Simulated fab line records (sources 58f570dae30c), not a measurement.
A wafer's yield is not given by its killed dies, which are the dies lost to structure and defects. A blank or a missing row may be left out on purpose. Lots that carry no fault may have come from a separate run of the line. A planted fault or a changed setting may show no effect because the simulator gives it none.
Lot-split experiment	flow berkeley cmos170	23 wafers read from 5 lots, route of 331 steps

== SPLIT DETAILS ==
At UCB170_SDANNEAL_RTA_01 (time 5 s), the setting time s was moved away from the recipe's 5 s on 5 of the 23 wafers read, by -12.8% to +12.8%. For the rest of the wafers, this setting stayed at what the recipe calls for.

== FROM THE SPLIT TO THE READING: what the file shows between them, 1 step ==
- UCB170_SDANNEAL_RS_MEAS_02: measures by four-point-probe

== THE READING ==
NSD_RS (ohm/sq), read at UCB170_SDANNEAL_RS_MEAS_03 with a four-point probe. On this fab line, fault-free wafers typically give 37.63 ohm/sq with a standard deviation of 0.083 ohm/sq.

wafer	tool, chamber at the split	time s as run, s	against the recipe	NSD_RS, ohm/sq	against lot-mates on the recipe
L076.1	rtp anneal-02, 0	5	recipe	37.50	-
L076.4	rtp anneal-02, 0	5	recipe	37.56	-
L076.6	rtp anneal-02, 0	5	recipe	37.45	-
L075.1	rtp anneal-01, 0	4.362	-12.8%	38.02	+0.43
L075.2	rtp anneal-01, 0	5	recipe	37.55	-
L075.3	rtp anneal-01, 0	5	recipe	37.51	-
L075.4	rtp anneal-01, 0	5	recipe	37.71	-
L075.5	rtp anneal-01, 0	4.362	-12.8%	38.03	+0.44
L077.1	rtp anneal-02, 0	5.639	+12.8%	37.28	-0.43
L077.2	rtp anneal-02, 0	5	recipe	37.72	-
L077.3	rtp anneal-02, 0	5	recipe	37.70	-
L077.5	rtp anneal-02, 0	5.639	+12.8%	37.32	-0.39
L077.6	rtp anneal-02, 0	5.639	+12.8%	37.40	-0.31
L081.1	rtp anneal-02, 0	5	recipe	37.78	-
L081.2	rtp anneal-02, 0	5	recipe	37.64	-
L081.3	rtp anneal-02, 0	5	recipe	37.71	-
L081.4	rtp anneal-02, 0	5	recipe	37.67	-
L081.5	rtp anneal-02, 0	5	recipe	37.61	-
L083.1	rtp anneal-02, 0	5	recipe	37.58	-
L083.2	rtp anneal-02, 0	5	recipe	37.60	-
L083.4	rtp anneal-02, 0	5	recipe	37.60	-
L083.5	rtp anneal-02, 0	5	recipe	37.53	-
L083.6	rtp anneal-02, 0	5	recipe	37.55	-

THE FIT
A straight line over all 23 wafers: NSD_RS changes by -0.0262 ohm/sq for each +1% of time s; r = -0.88; the points scatter about the line by 0.089 ohm/sq.
The same after taking each lot's own level away (the mean of its wafers on the recipe; 23 wafers): -0.0314 ohm/sq for each +1%; r = -0.96; scatter 0.054 ohm/sq.
The reading moves by 0.4 ohm/sq for the largest change in time s, on that fit.
The span of the lots' own levels, 37.503 to 37.710 ohm/sq, comes to 2.5 times the standard deviation stated above.
Thus the slope moves with the lot-to-lot level: the two fits are different.
Check: for one of the wafers moved furthest among these (+12.8%), held out of the fit, the line's prediction against its lot-mates is -0.385 ohm/sq. Against them it came out at -0.43 ohm/sq.

== OTHER SPLITS APPLIED TO THESE WAFERS ==
These wafers also went through other splits before the reading. Each is held against what the fit with the lots' levels taken away leaves over:
other split on the same wafers	wafers away from the commonest value	r with NSD_RS (lot level and that fit taken away)
UCB170_NLDD_EXPOSE_03 dose mj	8	+0.02
UCB170_NLDD_STRIP_10 o2 flow sccm	5	-0.20
UCB170_PSD_PEB_04 peb temp c	8	+0.06
UCB170_BACKSIDE_COAT_01 spin rpm	8	+0.07

== THE WHOLE CHAIN: every reading that the file lists as answering this split, in the file's order ==
step	what it does	reading	change (the file's fit)	r (the file's)
UCB170_SDANNEAL_RS_MEAS_02	measures by four-point-probe	PSD_RS	-0.179 for each +1% of the setting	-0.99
UCB170_SDANNEAL_RS_MEAS_03	measures by four-point-probe	NSD_RS	-0.0316 for each +1% of the setting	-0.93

== THE FILE'S OWN FIT ==
NSD_RS changes by -0.0316 ohm/sq for each +1% of time s, r = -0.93.
